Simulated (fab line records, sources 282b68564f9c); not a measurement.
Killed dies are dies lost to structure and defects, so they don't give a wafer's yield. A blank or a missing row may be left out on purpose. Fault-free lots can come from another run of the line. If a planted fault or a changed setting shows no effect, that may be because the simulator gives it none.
The tool behind it: which one? | flow rit_cmos | Sampling: 7 lots, 21 wafers, 2 of 202 route steps

== WHAT THE GAUGES SHOWED, per wafer ==
RIT_NWELL_TW_MEAS_10.
lot  | measured    | on            | NWELL_TW
L952 | day 2 17:32 | film_metro-01 | 2123 2111 2106
L955 | day 3 09:46 | film_metro-03 | 2161 2167 2161
L958 | day 3 23:28 | film_metro-04 | 2120 2116 2121
L961 | day 4 21:39 | film_metro-04 | 2128 2118 2124
L965 | day 5 19:13 | film_metro-03 | 2163 2160 2156
L967 | day 6 08:17 | film_metro-01 | 2109 2120 2120
L971 | day 6 19:01 | film_metro-03 | 2146 2154 2151

== WHICH TOOL RAN EACH LOT (tool, then ch and the chambers of the sampled wafers, then the start) ==
lot  | RIT_ACTIVE_ETCH_13
L952 | rie_diel-01 ch 0,1,3, day 2 11:31
L955 | rie_diel-01 ch 0,1,2, day 3 03:08
L958 | rie_diel-03 ch 0,3, day 3 17:12
L961 | rie_diel-02 ch 1,2,3, day 4 10:07
L965 | rie_diel-02 ch 0,1,3, day 5 07:07
L967 | rie_diel-02 ch 0,3, day 5 18:08
L971 | rie_diel-02 ch 0,2,3, day 6 10:08
- RIT_ACTIVE_ETCH_13: etches Si3N4 in SF6, stops on SiO2, time 205.4 s, target depth 210 nm.

== THE ANSWER, worked out from the rows above alone ==
Rule: the lots themselves supply what counts as usual. The widest of any qualifying gaps counts: lots, ordered by their means at a reading, are off when they make up no more than a third of the lots, leave a main group of 4 or more, and stand apart from it by 3 or more times the standard deviation of that group's means. If all means in a main group match to the digits the tables above print for the reading, that group is not used. A lot without any number at a reading at which 4 lots or more have one is off too. The other lots that the step has rows for count as sound.
Across all readings shown, no lot is off: no conclusion can be drawn from this.

== WHAT THE SIMULATOR HAD INSERTED ==
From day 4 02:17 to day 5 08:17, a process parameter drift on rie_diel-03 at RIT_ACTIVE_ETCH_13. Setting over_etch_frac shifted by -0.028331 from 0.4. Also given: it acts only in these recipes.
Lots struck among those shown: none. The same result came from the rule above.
